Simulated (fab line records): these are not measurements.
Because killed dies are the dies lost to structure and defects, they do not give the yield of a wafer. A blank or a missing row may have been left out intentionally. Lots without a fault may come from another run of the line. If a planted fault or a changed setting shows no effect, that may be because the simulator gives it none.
2 desks, one fault -- flow berkeley cmos170 -- every desk sees just its own numbers, and what lay behind them comes last

== AT THE METROLOGY DESK ==
Means of the sampled wafers that have a number, per lot and without regard to the tool the lot ran on: this is what the gauges read. If a lot's mean is further than 4 standard deviations from the usual mean, the lot is out of limits and carries the mark OUT (the distance appears in the brackets).
Columns: A = cd nm at UCB170_ACTIVE_CD_MEAS_13, usual 1199.5 nm; B = PFIELD_OVL at UCB170_PFIELD_OVL_MEAS_06, usual 3 nm
lot,first seen here,A,B
L363,day 4 22:34,1199.3,3
L366,day 5 07:20,1200.0,6
L370,day 5 18:50,1198.4,7
L368,day 5 19:11,1201.1,0
L372,day 6 13:13,1199.4,-0
L371,day 6 13:31,1198.9,0
L374,day 7 06:29,1198.9,5
L375,day 7 06:46,1200.3,-4
L376,day 7 20:11,1201.0,0
L377,day 8 05:29,1198.5,7
L379,day 8 05:46,1198.7,-6
L378,day 8 06:00,1202.0,-2
L384,day 9 00:59,1200.0,2
L383,day 9 01:03,1199.7,2
L382,day 9 01:12,1199.6,1
Result from this desk: across the 15 lots, nothing is out of limits.

== FOR THE TOOL OWNER'S DESK: furnace-01 ==
The tool's own readings at UCB170_FIELD_OXIDATION_01 (target thk 558.3 nm, ox time 7200 s): means of the sampled wafers that have a number, for each lot that ran on this tool. If a lot's mean is further than 4 standard deviations from the usual mean, the lot is out of limits and carries the mark OUT (the distance appears in the brackets).
Columns: A = ox temp c at UCB170_FIELD_OXIDATION_01, usual 1000.0 C; B = ox temp c max at UCB170_FIELD_OXIDATION_01, usual 1003.5; C = spike tc source C at UCB170_FIELD_OXIDATION_01, usual 1029 C
lot,first seen here,A,B,C
L374,day 7 13:03,1000.1,1002.6,1031
L375,day 7 13:03,1000.0,1002.6,1032
L376,day 8 01:44,1000.0,1002.4,1032
L377,day 8 10:29,1000.3,1002.7,1032
L378,day 8 10:29,999.8,1002.2,1032
L379,day 8 10:29,999.9,1002.5,1032
L382,day 9 06:44,999.8,1002.3,1031
L383,day 9 06:44,1000.1,1002.5,1032
L384,day 9 06:44,1000.2,1002.5,1033
Result from this desk: across the 9 lots, nothing is out of limits.

== ALL TOGETHER ==
Nothing out of limits was seen by the metrology desk.
The desk of the tool owner found nothing out of limits.

== WHAT THE SIMULATOR HAD INSERTED ==
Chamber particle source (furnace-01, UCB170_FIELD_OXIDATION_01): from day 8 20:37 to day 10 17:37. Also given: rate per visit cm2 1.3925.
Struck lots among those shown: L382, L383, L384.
